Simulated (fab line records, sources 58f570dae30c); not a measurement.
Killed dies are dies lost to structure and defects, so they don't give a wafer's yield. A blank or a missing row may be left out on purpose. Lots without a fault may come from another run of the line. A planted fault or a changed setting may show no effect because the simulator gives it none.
Which tool did it? | flow berkeley_cmos170 | 7 lots, 21 wafers sampled, at 2 steps of a route of 331

WHAT THE GAUGES READ, wafer by wafer
UCB170_NLDD_OVL_MEAS_07.
lot  | measured     | on         | NLDD_OVL (nm)
L295 | day 6 10:44  | overlay-02 | 14 12 11
L301 | day 7 20:07  | overlay-02 | 322 322 325
L304 | day 8 02:44  | overlay-02 | 328 326 326
L308 | day 9 00:19  | overlay-02 | 5 8 7
L311 | day 9 23:44  | overlay-02 | 4 3 5
L314 | day 10 03:46 | overlay-02 | -11 -12 -5
L318 | day 10 23:53 | overlay-01 | 3 3 1

WHICH TOOL RAN EACH LOT (tool, then ch and the chambers of the sampled wafers, then the start)
lot  | UCB170_NLDD_EXPOSE_03
L295 | krf_scanner-02 ch 0, day 6 10:02
L301 | krf_scanner-02 ch 0, day 7 19:32
L304 | krf_scanner-02 ch 0, day 8 01:53
L308 | krf_scanner-01 ch 0, day 8 23:28
L311 | krf_scanner-01 ch 0, day 9 22:46
L314 | krf_scanner-01 ch 0, day 10 03:17
L318 | krf_scanner-01 ch 0, day 10 23:23
- UCB170_NLDD_EXPOSE_03: exposes mask NSELECT, target cd 1200 nm.

THE ANSWER, worked out from the rows above alone
Rule: what is usual is taken from the lots themselves. Put in order of their means at a reading, lots are off if they are a third of the lots or fewer, leave a main group of 4 or more, and stand apart from it by a gap of 3 or more times the standard deviation of the main group's means; of several such gaps the widest counts. A main group whose means are all the same, to the digits that the tables above print for the reading, isn't used. A lot without any number at a reading at which 4 lots or more have one is off too. The other lots that the step has rows for count as sound.
Off: L301, L304, at UCB170_NLDD_OVL_MEAS_07 (NLDD_OVL). The main group: mean 3 nm, standard deviation 7.1.
A tool fits if, at a process step before that reading, it ran every lot that is off, and no sound lot after the first of them. The gauges at UCB170_NLDD_OVL_MEAS_07 are tried like those tools. One fits: krf_scanner-02 at UCB170_NLDD_EXPOSE_03. Its last sound lot is L295 (day 6 10:02), its first lot that is off L301 (day 7 19:32): a fault that began between those two fits.

WHAT THE SIMULATOR HAD PUT IN
Scanner matching overlay: krf_scanner-02, from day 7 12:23 on, at UCB170_NLDD_EXPOSE_03. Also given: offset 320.
Lots struck among those shown: L301, L304. The rule above found the same.
